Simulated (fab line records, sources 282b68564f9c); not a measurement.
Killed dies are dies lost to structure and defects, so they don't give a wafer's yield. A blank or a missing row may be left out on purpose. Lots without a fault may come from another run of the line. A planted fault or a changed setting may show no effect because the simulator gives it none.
One fault seen from 2 desks | flow rit_cmos | each desk has only its own numbers; what lay behind them comes last

THE TOOL OWNER'S DESK: pvd_sputter-04
The tool's own readings at RIT_SILICIDE_SPUTTER_01 (material Ti, target thk 30 nm, time 240 s): means of the sampled wafers that have a number, for each lot that ran on this tool. A lot is out of limits, marked OUT, if its mean lies more than 4 standard deviations from the usual mean; the brackets give that distance.
Columns: A = throttle_valve_pct at RIT_SILICIDE_SPUTTER_01, usual 29.6 %
lot  | first seen here | A
L687 | day 3 10:12     | 29.3
L690 | day 3 23:51     | 30.5
L703 | day 6 22:26     | 27.8
L704 | day 7 04:13     | 30.7
L709 | day 8 01:40     | 29.1
This desk's finding: nothing out of limits on any of the 5 lots.

THE METROLOGY DESK
What the gauges read, lot by lot, whatever tool the lot ran on: means of the sampled wafers that have a number. A lot is out of limits, marked OUT, if its mean lies more than 4 standard deviations from the usual mean; the brackets give that distance.
Columns: A = SILICIDE_TI_RS at RIT_SILICIDE_RS_MEAS_02, usual 46.0 ohm/sq; B = SILICIDE_TI_THK at RIT_SILICIDE_THK_MEAS_03, usual 30.7 nm
lot  | first seen here | A               | B
L686 | day 3 07:30     | 46.8            | 30.2
L687 | day 3 10:23     | 45.6            | 31.1
L690 | day 4 00:00     | 41.2 (-7.3) OUT | 33.4 (+7.5) OUT
L699 | day 6 02:17     | 45.7            | 31.0
L701 | day 6 07:43     | 46.9            | 30.4
L702 | day 6 12:43     | 45.6            | 30.8
L703 | day 6 22:37     | 45.5            | 30.9
L705 | day 7 03:41     | 47.0            | 30.5
L704 | day 7 04:25     | 45.5            | 31.2
L706 | day 7 11:34     | 46.4            | 30.7
L707 | day 7 23:07     | 46.5            | 30.4
L709 | day 8 01:49     | 45.4            | 31.3
L708 | day 8 02:03     | 45.2            | 30.9
This desk's finding: out of limits on L690; first on L690, day 4 00:00 (SILICIDE_TI_RS at RIT_SILICIDE_RS_MEAS_02). In limits: L686, L687, L699, L701, L702, L703, L705, L704, L706, L707, L709, L708.

PUT TOGETHER
The metrology desk could have raised an alarm at day 4 00:00, on L690.
The tool owner's desk saw nothing out of limits.
The tool owner's desk has L690 on record, within its limits.
Of the lots named, all ran RIT_SILICIDE_SPUTTER_01 on pvd_sputter-04.

WHAT THE SIMULATOR HAD PUT IN
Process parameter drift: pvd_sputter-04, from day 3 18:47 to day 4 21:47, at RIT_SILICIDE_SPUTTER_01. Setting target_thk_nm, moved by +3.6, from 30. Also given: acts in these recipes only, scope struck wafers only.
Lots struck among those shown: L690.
Hours from the fault's start to each desk's first reading out of limits: the metrology desk, 5.
